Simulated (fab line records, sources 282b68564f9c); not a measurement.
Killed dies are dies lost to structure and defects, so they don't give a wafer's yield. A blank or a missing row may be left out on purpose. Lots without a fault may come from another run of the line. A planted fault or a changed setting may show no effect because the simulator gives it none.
Tool commonality check | flow rit_cmos | 14 lots, 42 wafers sampled

WHY IT WAS OPENED
At RIT_CONTACT_THK_MEAS_01 the reading CONTACT_TEOS_THK is flagged on 2 of 14 lots. Wafers without a fault read 400 nm, standard deviation 5.3.
Rule: a lot is flagged when every wafer of it that has a number lies more than 4 standard deviations from that mean, or none has a number. The other lots count as sound.

lot  | measured    | on            | CONTACT_TEOS_THK (nm), wafer by wafer | flag
L920 | day 3 03:53 | film_metro-03 | 396 399 409                           |
L921 | day 3 07:33 | film_metro-04 | 401 397 400                           |
L922 | day 3 13:07 | film_metro-04 | 401 409 404                           |
L923 | day 3 18:07 | film_metro-04 | 395 402 402                           |
L926 | day 4 09:31 | film_metro-03 | 409 404 416                           |
L927 | day 4 14:16 | film_metro-03 | 397 390 401                           |
L929 | day 5 00:49 | film_metro-02 | 401 406 409                           |
L931 | day 5 10:47 | film_metro-04 | 0 0 0                                 | FLAGGED
L932 | day 5 14:32 | film_metro-02 | 0 0 0                                 | FLAGGED
L939 | day 7 01:01 | film_metro-02 | 397 400 396                           |
L940 | day 7 07:23 | film_metro-03 | 401 401 410                           |
L941 | day 7 11:00 | film_metro-04 | 399 394 406                           |
L942 | day 7 18:11 | film_metro-02 | 393 388 400                           |
L943 | day 7 22:35 | film_metro-03 | 398 407 400                           |
The numbers of the flagged lots are 0 nm on average: -400 nm against the usual, or -75 standard deviations.

WHICH TOOL RAN EACH LOT
The record holds 1 process step before the reading, out of a route of 202 steps. In each cell: the tool, then ch and the chambers that the sampled wafers went through, then the start.
lot  | flag    | RIT_CONTACT_CVD_00
L920 |         | pecvd-02 ch 0,2, day 3 03:50
L921 |         | pecvd-03 ch 0,2, day 3 07:29
L922 |         | pecvd-01 ch 0,1,2, day 3 13:04
L923 |         | pecvd-02 ch 1,2, day 3 18:04
L926 |         | pecvd-02 ch 1,2, day 4 09:26
L927 |         | pecvd-03 ch 0,2, day 4 14:13
L929 |         | pecvd-02 ch 1,2, day 5 00:45
L931 | FLAGGED | pecvd-01 ch 0,1, day 5 10:43
L932 | FLAGGED | pecvd-02 ch 0,1, day 5 14:29
L939 |         | pecvd-03 ch 0,1,2, day 7 00:58
L940 |         | pecvd-01 ch 0,1, day 7 07:19
L941 |         | pecvd-02 ch 0,1,2, day 7 10:57
L942 |         | pecvd-03 ch 0,2, day 7 18:08
L943 |         | pecvd-01 ch 0,2, day 7 22:31
What these steps do:
- RIT_CONTACT_CVD_00: deposits SiO2 from TEOS, target thk 400 nm, time 61 s.
- RIT_CONTACT_THK_MEAS_01

FLAGGED OVER TOTAL, TOOL BY TOOL (the gauges that took the reading come last)
step                    | tool          | lots run | flagged | share of the flagged lots | sound lots run after its first flagged lot
RIT_CONTACT_CVD_00      | pecvd-01      | 4        | 1       | some                      | 2 (L940,L943)
RIT_CONTACT_CVD_00      | pecvd-02      | 6        | 1       | some                      | 1 (L941)
RIT_CONTACT_CVD_00      | pecvd-03      | 4        | 0       | none                      | -
RIT_CONTACT_THK_MEAS_01 | film_metro-02 | 4        | 1       | some                      | 2 (L939,L942)
RIT_CONTACT_THK_MEAS_01 | film_metro-03 | 5        | 0       | none                      | -
RIT_CONTACT_THK_MEAS_01 | film_metro-04 | 5        | 1       | some                      | 1 (L941)

WHAT THE TABLE ALLOWS
No row of the table ran every flagged lot.

WHAT THE SIMULATOR HAD PUT IN
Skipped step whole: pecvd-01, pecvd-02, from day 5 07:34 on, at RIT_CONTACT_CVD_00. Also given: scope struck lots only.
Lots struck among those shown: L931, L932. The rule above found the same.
